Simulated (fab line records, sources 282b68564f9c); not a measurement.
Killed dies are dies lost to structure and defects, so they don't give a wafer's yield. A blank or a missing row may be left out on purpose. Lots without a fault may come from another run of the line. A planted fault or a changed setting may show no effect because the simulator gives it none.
fab line records | flow rit_cmos
record lots=14 wafers=42 last_day=8
route steps=202 shown M1@196
lots that met no fault: from a run of the same line without faults
start_h: hours from the record's first day to the start of the lot's first wafer shown | wait_h: hours since the lot's step before | " the same as in the row above | L1.1+2: a row that stands for several wafers | - no value, or no start given | * or withheld: withheld | < > ~ a bound
route shown NAME@n: a module of which the file shows steps, and the number in the route of the first | usual: mean/standard deviation of fault-free wafers | same: alike in all rows | chamber/n: place in a boat | sites: the reading at each site | _std_site: their standard deviation | _edge_site: outer sites' mean less inner sites' | radius_mm: how far each site lies from the wafer's centre | mask NAME#n: copy n | behind: the tool/chamber that last shaped the wafer | hold: why the lot was held/for how many hours/how that ended | device: the transistor (n, p or np) that didn't switch | end of line: the same wafers' tests at the end of the route | a step without rows: its recipe alone | killed: dies lost to structure and defects at the first sort, not the wafer's yield | map: a wafer's dies, x killed, . not, _ none there
set.NAME: the setting as run; set.NAME@STEP: as run at that earlier step | model.NAME: the simulator's own value behind a step, which no gauge read
steps of the route over a sample of lots; a table a step, a row a wafer
services: from which hour (start_h, from the record's first day; less than 0 if before it) a tool's chamber was out of use, for how many hours, and why
## steps
# step RIT_M1_METAL_ETCH_12
# recipe stop_on=SiO2 chemistry=Cl2/BCl3 target=Al time_s=165 over_etch_frac=0.5 pressure_mtorr=100 target_depth_a=6000 rf_w=242.2 Cl2_flow_sccm=60 bcl3_flow_sccm=50
# usual bcl3_flow_sccm=50.01/0.14 chamber_pressure_mTorr=100.01/0.091 drypump_motor_current_A=5.85/0.27 oes_product_au=0.777/0.013 run_length_s=193.4/0.36 throttle_valve_pct=8.23/0.12
# columns lot.wafer tool chamber start_h wait_h bcl3_flow_sccm chamber_pressure_mTorr drypump_motor_current_A oes_product_au rf_hours_counter_h run_length_s throttle_valve_pct
L493.3 rie_metal-02 1 59.41 0.2 50.12 100.00 6.21 0.770 - 192.9 8.42
L493.5 " 0 " " 49.91 99.86 5.69 0.787 - 193.8 8.03
L493.6 " 1 " " 50.06 100.10 6.22 0.769 - 192.7 8.41
L494.2 rie_metal-01 0 64.39 0.2 50.11 99.87 6.25 0.793 0.7 193.2 8.28
L494.4 " 1 " " 50.06 99.99 5.60 0.772 - 193.6 8.25
L494.6 " 1 " " 49.95 100.06 5.59 0.767 - 193.1 8.26
L495.3 rie_metal-04 1 66.49 0.2 49.96 99.99 5.69 0.776 - 193.4 8.11
L495.5 " 1 " " 50.01 100.18 5.70 0.777 - 193.8 8.12
L495.6 " 0 " " 50.25 100.02 5.69 0.761 - 193.6 8.30
L497.1 rie_metal-01 0 83.91 0.2 49.98 99.99 6.18 0.801 0.9 193.6 8.27
L497.2 " 1 " " 50.07 99.93 5.60 0.774 0.9 193.1 8.26
L497.3 " 1 " " 49.87 100.12 5.60 0.766 - 193.0 8.25
L498.2 rie_metal-02 1 91.95 0.2 50.10 100.14 6.20 0.761 2.7 192.7 8.40
L498.3 " 0 " " 50.00 100.05 5.65 0.789 - 193.7 8.04
L498.6 " 0 " " 49.97 99.92 5.67 0.797 - 193.5 8.04
L502.3 rie_metal-02 1 109.35 0.2 50.20 100.12 6.22 0.757 - 192.8 8.41
L502.5 " 0 " " 49.83 99.85 5.65 0.789 - 193.5 8.04
L502.6 " 1 " " 50.30 100.05 6.22 0.764 - 192.9 8.40
L503.1 rie_metal-01 0 112.85 0.2 49.79 100.05 6.25 1.005 1.3 151.9 8.24
L503.4 " 1 " " 50.04 99.94 5.61 0.974 - 152.4 8.21
L503.6 " 0 " " 49.93 99.87 6.24 1.003 - 152.2 8.22
L506.1 rie_metal-01 1 125.85 0.2 49.87 99.90 5.60 0.962 1.4 152.2 8.22
L506.2 " 0 " " 50.16 99.92 6.23 0.989 1.4 152.0 8.23
L506.3 " 0 " " 50.13 100.06 6.21 0.989 - 152.1 8.26
L508.2 rie_metal-02 0 133.49 0.2 50.05 100.01 5.65 0.788 3.2 193.8 8.05
L508.3 " 1 " " 50.05 99.99 6.25 0.769 - 193.0 8.41
L508.5 " 1 " " 50.05 99.98 6.27 0.772 - 193.2 8.41
L510.3 rie_metal-04 1 145.93 0.2 49.94 100.16 5.69 0.769 - 193.8 8.10
L510.5 " 1 " " 49.99 99.92 5.67 0.764 - 193.5 8.10
L510.6 " 0 " " 50.14 100.03 5.72 0.761 - 193.2 8.31
L511.4 rie_metal-02 0 149.77 0.1 49.90 100.11 5.66 0.794 - 193.4 8.03
L511.5 " 0 " " 50.05 100.19 5.64 0.790 - 193.5 8.04
L511.6 " 1 " " 49.97 100.04 6.23 0.765 - 193.0 8.41
L513.1 rie_metal-04 1 164.36 0.2 50.25 100.06 5.70 0.781 5.4 193.5 8.10
L513.2 " 0 " " 50.06 99.89 5.71 0.763 5.0 193.2 8.31
L513.4 " 1 " " 50.22 100.07 5.68 0.773 - 193.4 8.10
L514.1 rie_metal-02 1 168.70 0.2 49.85 100.07 6.23 0.753 3.6 192.7 8.40
L514.2 " 0 " " 49.66 100.11 5.70 0.791 3.6 193.8 8.04
L514.3 " 1 " " 50.05 100.09 6.23 0.766 - 193.1 8.42
L516.1 rie_metal-04 0 186.54 0.2 50.01 99.89 5.73 0.770 5.2 193.9 8.31
L516.2 " 1 " " 49.95 100.01 5.69 0.769 5.6 193.6 8.11
L516.6 " 1 " " 50.08 99.95 5.74 0.782 - 193.7 8.11
# step RIT_M1_PROBE_99
# usual defect_limited_yield=97.6/1.2 killed_at_contacts=0.1/0.23 killed_at_front_end=6/3.1 killed_dies=6/3.1 killed_open=3.2/1.9 killed_short=3.2/2.1
# same gross_dies=264 killed_at_M0_to_M3=0 killed_at_M4_up=0 killed_at_back_side=0 killed_at_other=0
# columns lot.wafer tool chamber start_h wait_h defect_limited_yield[%] killed_at_contacts killed_at_front_end killed_dies killed_open killed_short
L493.3 prober-02 - 61.71 0.2 98.9 0 3 3 2 1
L493.5 prober-02 - 61.81 0.2 97.7 0 6 6 4 2
L493.6 prober-02 - 61.86 0.2 93.9 0 16 16 9 7
L494.2 prober-01 - 66.70 0.1 99.2 0 2 2 2 0
L494.4 prober-01 - 66.80 0.2 97.3 0 7 7 4 3
L494.6 prober-01 - 66.90 0.2 97.0 0 8 8 3 5
L495.3 prober-02 - 68.79 0.2 94.3 0 15 15 6 9
L495.5 prober-02 - 68.89 0.2 98.1 0 5 5 3 2
L495.6 prober-02 - 68.94 0.2 98.9 0 3 3 0 3
L497.1 prober-02 - 86.17 0.1 98.1 0 5 5 3 2
L497.2 prober-02 - 86.22 0.1 97.7 0 6 6 2 4
L497.3 prober-02 - 86.27 0.2 98.9 0 3 3 0 3
L498.2 prober-02 - 95.36 0.1 98.5 0 4 4 3 1
L498.3 prober-02 - 95.41 0.2 98.5 0 4 4 0 4
L498.6 prober-02 - 95.56 0.2 98.1 0 5 5 3 2
L502.3 prober-01 - 111.66 0.2 99.2 0 2 2 1 1
L502.5 prober-01 - 111.76 0.2 98.5 0 4 4 2 2
L502.6 prober-01 - 111.81 0.2 98.9 0 3 3 0 3
L503.1 prober-02 - 115.10 0.1 98.5 0 4 4 2 2
L503.4 prober-02 - 115.25 0.2 96.2 0 10 10 6 4
L503.6 prober-02 - 115.35 0.2 95.5 0 12 12 5 7
L506.1 prober-01 - 158.74 0.1 95.1 0 13 13 6 7
L506.2 prober-01 - 158.79 0.1 98.9 0 3 3 2 1
L506.3 prober-01 - 158.84 0.2 97.3 0 7 7 2 5
L508.2 prober-02 - 159.09 0.3 98.5 0 4 4 3 1
L508.3 prober-02 - 159.14 0.3 97.0 0 8 8 5 3
L508.5 prober-02 - 159.24 0.4 97.3 1 6 7 2 5
L510.3 prober-01 - 159.14 0.4 98.5 0 4 4 2 2
L510.5 prober-01 - 159.24 0.5 97.3 0 7 7 2 5
L510.6 prober-01 - 159.29 0.5 97.3 0 7 7 3 4
L511.4 prober-01 - 159.79 0.8 97.7 0 6 6 3 3
L511.5 prober-01 - 159.84 0.9 98.1 0 5 5 2 3
L511.6 prober-01 - 159.89 0.9 97.3 0 7 7 1 6
L513.1 prober-02 - 166.78 0.1 96.6 0 9 9 5 4
L513.2 prober-02 - 166.83 0.1 92.8 0 19 19 10 9
L513.4 prober-02 - 166.93 0.2 97.0 0 8 8 4 4
L514.1 prober-01 - 171.13 0.1 98.9 0 3 3 2 1
L514.2 prober-01 - 171.18 0.1 97.3 0 7 7 2 4
L514.3 prober-01 - 171.23 0.2 98.1 0 5 5 2 3
L516.1 prober-02 - 188.79 0.1 98.5 0 4 4 2 2
L516.2 prober-02 - 188.84 0.1 98.1 0 5 5 2 3
L516.6 prober-02 - 189.04 0.2 98.1 0 5 5 4 1
# killed by level:class
L493.3 GATE:geometric_particle:open=1 GATE:geometric_particle:short=1 SILICIDE:geometric_particle:open=1
L493.5 SPACER:geometric_particle:open=3 FOX1:geometric_particle:short=1 GATE:geometric_particle:short=1 SILICIDE:geometric_particle:open=1
L493.6 GATE:geometric_particle:open=4 GATE:geometric_particle:short=3 REOX:geometric_particle:short=2 REOX:geometric_particle:open=2 SPACER:geometric_particle:open=2 SILICIDE:geometric_particle:short=2 SILICIDE:geometric_particle:open=1
L494.2 GATE:geometric_particle:open=2
L494.4 SPACER:geometric_particle:open=2 FOX2:geometric_particle:open=1 GATE:geometric_particle:short=1 REOX:geometric_particle:open=1 SPACER:geometric_particle:short=1 SILICIDE:geometric_particle:short=1
L494.6 FOX2:geometric_particle:short=3 GATE:geometric_particle:open=2 GATE:geometric_particle:short=2 FOX2:geometric_particle:open=1
L495.3 REOX:geometric_particle:short=4 GATE:geometric_particle:short=3 REOX:geometric_particle:open=2 SPACER:geometric_particle:open=2 SPACER:geometric_particle:short=2 FOX1:geometric_particle:open=1 GATE:geometric_particle:open=1
L495.5 FOX1:geometric_particle:open=1 FOX2:geometric_particle:short=1 GATE:geometric_particle:short=1 REOX:geometric_particle:open=1 SPACER:geometric_particle:open=1
L495.6 FOX1:geometric_particle:short=1 GATE:geometric_particle:short=1 SILICIDE:geometric_particle:short=1
L497.1 GATE:geometric_particle:short=2 GATE:geometric_particle:open=2 REOX:geometric_particle:open=1
L497.2 REOX:geometric_particle:open=2 GATE:geometric_particle:short=1 REOX:geometric_particle:short=1 SPACER:geometric_particle:short=1 SILICIDE:geometric_particle:short=1
L497.3 FOX1:geometric_particle:short=1 GATE:geometric_particle:short=1 SILICIDE:geometric_particle:short=1
L498.2 FOX1:geometric_particle:open=1 GATE:geometric_particle:short=1 GATE:geometric_particle:open=1 REOX:geometric_particle:open=1
L498.3 GATE:geometric_particle:short=3 SILICIDE:geometric_particle:short=1
L498.6 GATE:geometric_particle:open=2 FOX1:geometric_particle:open=1 FOX1:geometric_particle:short=1 SILICIDE:geometric_particle:short=1
L502.3 GATE:geometric_particle:open=1 SILICIDE:geometric_particle:short=1
L502.5 FOX1:geometric_particle:open=1 FOX2:geometric_particle:open=1 SPACER:geometric_particle:short=1 SILICIDE:geometric_particle:short=1
L502.6 GATE:geometric_particle:short=1 SPACER:geometric_particle:short=1 SILICIDE:geometric_particle:short=1
L503.1 GATE:geometric_particle:open=2 GATE:geometric_particle:short=1 SILICIDE:geometric_particle:short=1
L503.4 GATE:geometric_particle:open=4 REOX:geometric_particle:open=2 FOX1:geometric_particle:short=1 FOX2:geometric_particle:short=1 GATE:geometric_particle:short=1 REOX:geometric_particle:short=1
L503.6 GATE:geometric_particle:short=5 GATE:geometric_particle:open=4 FOX1:geometric_particle:short=2 REOX:geometric_particle:open=1
L506.1 GATE:geometric_particle:open=3 GATE:geometric_particle:short=3 REOX:geometric_particle:short=2 FOX1:geometric_particle:short=1 FOX2:geometric_particle:short=1 FOX2:geometric_particle:open=1 REOX:geometric_particle:open=1 SILICIDE:geometric_particle:open=1
L506.2 GATE:geometric_particle:open=2 FOX2:geometric_particle:short=1
L506.3 REOX:geometric_particle:short=3 FOX2:geometric_particle:short=2 FOX1:geometric_particle:open=1 FOX2:geometric_particle:open=1
L508.2 GATE:geometric_particle:open=1 GATE:geometric_particle:short=1 REOX:geometric_particle:open=1 SPACER:geometric_particle:open=1
L508.3 GATE:geometric_particle:open=4 FOX1:geometric_particle:open=1 FOX2:geometric_particle:short=1 REOX:geometric_particle:short=1 SILICIDE:geometric_particle:short=1
L510.3 GATE:geometric_particle:short=2 FOX1:geometric_particle:open=1 GATE:geometric_particle:open=1
L508.5 FOX2:geometric_particle:short=2 GATE:geometric_particle:short=2 GATE:geometric_particle:open=1 SPACER:geometric_particle:short=1 CONTACT:geometric_particle:open=1
L510.5 FOX1:geometric_particle:short=2 GATE:geometric_particle:short=1 GATE:geometric_particle:open=1 REOX:geometric_particle:short=1 SPACER:geometric_particle:open=1 SPACER:geometric_particle:short=1
L510.6 SILICIDE:geometric_particle:short=3 FOX1:geometric_particle:open=1 FOX2:geometric_particle:short=1 GATE:geometric_particle:open=1 SILICIDE:geometric_particle:open=1
L511.4 GATE:geometric_particle:open=2 FOX1:geometric_particle:open=1 FOX2:geometric_particle:short=1 GATE:geometric_particle:short=1 SILICIDE:geometric_particle:short=1
L511.5 FOX1:geometric_particle:short=1 FOX2:geometric_particle:short=1 GATE:geometric_particle:short=1 GATE:geometric_particle:open=1 REOX:geometric_particle:open=1
L511.6 GATE:geometric_particle:short=3 REOX:geometric_particle:short=2 GATE:geometric_particle:open=1 SILICIDE:geometric_particle:short=1
L513.1 GATE:geometric_particle:short=2 SILICIDE:geometric_particle:open=2 FOX1:geometric_particle:short=1 FOX1:geometric_particle:open=1 GATE:geometric_particle:open=1 SPACER:geometric_particle:open=1 SILICIDE:geometric_particle:short=1
L513.2 GATE:geometric_particle:short=6 REOX:geometric_particle:open=4 GATE:geometric_particle:open=3 FOX1:geometric_particle:short=2 FOX1:geometric_particle:open=2 FOX2:geometric_particle:open=1 SPACER:geometric_particle:short=1
L513.4 GATE:geometric_particle:open=3 GATE:geometric_particle:short=2 REOX:geometric_particle:short=1 SPACER:geometric_particle:short=1 SPACER:geometric_particle:open=1
L514.1 GATE:geometric_particle:short=1 GATE:geometric_particle:open=1 SPACER:geometric_particle:open=1
L514.2 SPACER:geometric_particle:short=2 FOX1:geometric_particle:short=1 GATE:geometric_particle:short=1 REOX:geometric_particle:open=1 SPACER:geometric_particle:open=1 PRETRO:coat_microbubble_printed=1
L514.3 REOX:geometric_particle:short=2 GATE:geometric_particle:short=1 GATE:geometric_particle:open=1 SILICIDE:geometric_particle:open=1
L516.1 FOX2:geometric_particle:open=1 GATE:geometric_particle:short=1 SPACER:geometric_particle:short=1 SPACER:geometric_particle:open=1
L516.2 GATE:geometric_particle:short=3 FOX2:geometric_particle:open=1 GATE:geometric_particle:open=1
L516.6 GATE:geometric_particle:open=3 GATE:geometric_particle:short=1 SPACER:geometric_particle:open=1
## services
# columns tool chamber start_h hours kind
rie_metal-04 - 65.62 0.3 repair
rie_metal-02 0 71.83 2.3 repair
rie_metal-04 0 117.35 10.5 repair
rie_metal-04 0 131.99 1.2 repair
rie_metal-04 1 179.67 5.8 repair
## key
first_sign step=RIT_M1_METAL_ETCH_12 reading=run_length_s direction=down sigmas=99+ usual=* struck=*
effect step=RIT_M1_METAL_ETCH_12 reading=oes_product_au direction=up sigmas=16 usual=0.777 struck=0.987
met_at RIT_M1_METAL_ETCH_12
struck_lots L503,L506
onset_between 83.91 112.85
fault kind=process_parameter_drift tool=rie_metal-01 chamber=- onset_h=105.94 steps=RIT_M1_METAL_ETCH_12 channel=time_s offset=* shape=step end_h=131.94 stated=*
